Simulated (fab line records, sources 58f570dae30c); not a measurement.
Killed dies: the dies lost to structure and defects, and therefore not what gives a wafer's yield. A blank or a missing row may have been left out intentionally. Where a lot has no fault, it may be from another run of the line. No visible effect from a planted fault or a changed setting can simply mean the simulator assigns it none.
What tool caused it?    flow berkeley-cmos170    13 lots with 38 wafers sampled at 5 steps, on a route of 331 steps

== WHAT THE GAUGES READ, wafer by wafer ==
UCB170_V1_OVL_MEAS_13.
lot   measured      on          V1_OVL (nm)
L199  day 7 11:55   overlay-01  -4 -2 -2
L198  day 7 12:10   overlay-02  -3 4 0
L202  day 8 06:14   overlay-02  -4 4 -7
L205  day 9 03:31   overlay-01  2 -3
L209  day 9 06:49   overlay-01  3 3 -1
L207  day 9 09:19   overlay-02  3 -8 -5
L210  day 10 08:32  overlay-02  1 -6 -2
L211  day 10 13:19  overlay-01  1 -5 -4
L213  day 10 18:28  overlay-01  9 4 -2
L214  day 10 19:01  overlay-01  2 -4 -2
L215  day 11 00:04  overlay-01  -1 2 6
L219  day 11 19:29  overlay-02  -4 0 -9
L220  day 11 23:59  overlay-01  -4 -13 -13

UCB170_V2_THK_MEAS_01.
lot   measured      on             V2_TEOS_THK (nm)
L199  day 7 15:16   film-metro-01  2031 2016 2033
L198  day 7 15:33   film-metro-04  2002 2002 2035
L202  day 8 09:42   film-metro-04  1927 1983 1966
L205  day 9 06:56   film-metro-02  2005 1732
L209  day 9 10:10   film-metro-02  2002 2063 2027
L207  day 9 12:32   film-metro-04  1968 1959 1992
L210  day 10 11:50  film-metro-01  1997 2009 2016
L211  day 10 17:13  film-metro-02  1999 2025 2012
L213  day 10 21:53  film-metro-01  2003 1988 1997
L214  day 10 22:44  film-metro-01  2011 1990 2028
L215  day 11 03:49  film-metro-02  1985 1988 2008
L219  day 11 23:56  film-metro-04  2015 2048 2016
L220  day 12 06:25  film-metro-02  2016 2019 2046

UCB170_M3_RS_MEAS_02: the measuring method here is four-point-probe.
lot   measured      on             M3_AL_RS (ohm/sq)
L199  day 7 17:53   film-metro-02  0.0320 0.0315 0.0318
L198  day 7 18:09   film-metro-01  0.0313 0.0318 0.0314
L202  day 8 12:06   film-metro-01  0.0323 0.0319 0.0323
L205  day 9 09:22   film-metro-03  0.0324 0.0320
L209  day 9 12:34   film-metro-03  0.0321 0.0322 0.0317
L207  day 9 14:52   film-metro-02  0.0331 0.0324 0.0329
L210  day 10 14:26  film-metro-01  0.0317 0.0320 0.0316
L211  day 10 19:58  film-metro-02  0.0315 0.0317 0.0319
L213  day 11 00:19  film-metro-01  0.0323 0.0326 0.0321
L214  day 11 01:32  film-metro-01  0.0316 0.0318 0.0316
L215  day 11 06:36  film-metro-02  0.0322 0.0321 0.0325
L219  day 12 02:49  film-metro-02  0.0327 0.0324 0.0327
L220  day 12 09:15  film-metro-01  0.0322 0.0319 0.0326

== EACH LOT AND THE TOOL THAT RAN IT (in order: tool; ch and the chambers of the sampled wafers; start) ==
lot   UCB170_M1_STRIP_13                    UCB170_V2_CVD_00
L199  plasma-asher-04 ch 0,1, day 7 04:29   pecvd-02 ch 1,2, day 7 15:07
L198  plasma-asher-02 ch 0,1, day 7 04:37   pecvd-03 ch 0,1, day 7 15:23
L202  plasma-asher-02 ch 0,1, day 7 22:10   pecvd-03 ch 0,2, day 8 09:32
L205  plasma-asher-04 ch 0,1, day 8 20:49   pecvd-03 ch 0,2, day 9 06:49
L209  plasma-asher-01 ch 0,1, day 9 01:39   pecvd-02 ch 0,1,2, day 9 09:56
L207  plasma-asher-01 ch 0,1, day 9 03:10   pecvd-04 ch 0,2, day 9 12:23
L210  plasma-asher-01 ch 0,1, day 10 00:28  pecvd-02 ch 0,1,2, day 10 11:40
L211  plasma-asher-01 ch 0,1, day 10 07:08  pecvd-04 ch 0,2, day 10 17:03
L213  plasma-asher-01 ch 0,1, day 10 11:40  pecvd-02 ch 0,1,2, day 10 21:44
L214  plasma-asher-04 ch 0,1, day 10 11:47  pecvd-04 ch 0,1, day 10 22:35
L215  plasma-asher-01 ch 0,1, day 10 17:34  pecvd-04 ch 0,1, day 11 03:40
L219  plasma-asher-02 ch 0,1, day 11 10:36  pecvd-04 ch 1,2, day 11 23:45
L220  plasma-asher-01 ch 0,1, day 11 17:00  pecvd-02 ch 1,2, day 12 06:14
- UCB170_M1_STRIP_13: strips in O2.
- UCB170_V2_CVD_00: deposits SiO2 from TEOS/O2, target thk 2000 nm, time 250 s.

== AS READ BY THE TOOLS THEMSELVES (means over the sampled wafers that have a number; for cases with no such wafer, the mark the record gives instead) ==
UCB170_M1_STRIP_13.
lot   tool             chamber-pressure-mTorr (mTorr)  drypump-motor-current-A (A)  oes-product-au (a.u.)
L199  plasma-asher-04  3498                            5.82                         0.719
L198  plasma-asher-02  3501                            5.68                         0.723
L202  plasma-asher-02  3502                            5.70                         0.722
L205  plasma-asher-04  3498                            5.87                         0.718
L209  plasma-asher-01  3500                            5.85                         0.719
L207  plasma-asher-01  3498                            5.84                         0.717
L210  plasma-asher-01  3499                            5.89                         0.721
L211  plasma-asher-01  3505                            5.88                         0.719
L213  plasma-asher-01  3498                            5.88                         0.720
L214  plasma-asher-04  3499                            5.88                         0.717
L215  plasma-asher-01  3501                            5.88                         0.723
L219  plasma-asher-02  3497                            5.73                         0.723
L220  plasma-asher-01  3499                            5.87                         0.717

UCB170_V2_CVD_00.
lot   tool      heater-power-w (W)  rf-fwd-power-W (W)
L199  pecvd-02  277                 547.1
L198  pecvd-03  305                 547.5
L202  pecvd-03  212                 545.9
L205  pecvd-03  276                 437.6
L209  pecvd-02  246                 549.1
L207  pecvd-04  273                 547.8
L210  pecvd-02  255                 548.6
L211  pecvd-04  315                 548.0
L213  pecvd-02  215                 549.6
L214  pecvd-04  326                 549.9
L215  pecvd-04  319                 550.2
L219  pecvd-04  289                 550.1
L220  pecvd-02  287                 550.8

== THE ANSWER, worked out from the rows above alone ==
Rule: usual is defined by the lots themselves. The widest of any qualifying gaps counts: lots, ordered by their means at a reading, are off when they make up no more than a third of the lots, leave a main group of 4 or more, and stand apart from it by 3 or more times the standard deviation of that group's means. The tables above print the reading to a certain number of digits; a main group whose means all agree to those digits is not used. Also off: a lot with no number at a reading for which 4 or more lots have one. Where the step has rows for the other lots, those lots are counted as sound. After the gauges, taken in route order, come the tools' own readings; for these a lot's mean is taken, as printed above. The first step at which some lot is off is used, and at that step the reading that is off furthest; a lot without a number counts as furthest.
Off: at UCB170_V2_THK_MEAS_01 (V2_TEOS_THK), L205. Main group: mean 2006 nm, sd 22.
If a tool, at a process step before that reading, ran all the lots that are off and no sound lot after the first of them, it fits. Not tried: the gauges at UCB170_V2_THK_MEAS_01; whatever is off there is also off at UCB170_V2_CVD_00, on other tools, and gauge error can't account for it. One candidate fits, namely pecvd-03 at UCB170_V2_CVD_00. Its last sound lot is L202 (day 8 09:32), its first lot that is off L205 (day 9 06:49): a fault that began between those two fits.
On the lots that are off, the tool's own readings at UCB170_V2_CVD_00 differ by more than 5 times the standard deviation of the sound lots' means, which bears it out; rf-fwd-power-W reads 437.6 W there versus 548.7 W on the sound lots.

== WHAT THE SIMULATOR PUT IN ==
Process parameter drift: pecvd-03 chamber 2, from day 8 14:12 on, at UCB170_V2_CVD_00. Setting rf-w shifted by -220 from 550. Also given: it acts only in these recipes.
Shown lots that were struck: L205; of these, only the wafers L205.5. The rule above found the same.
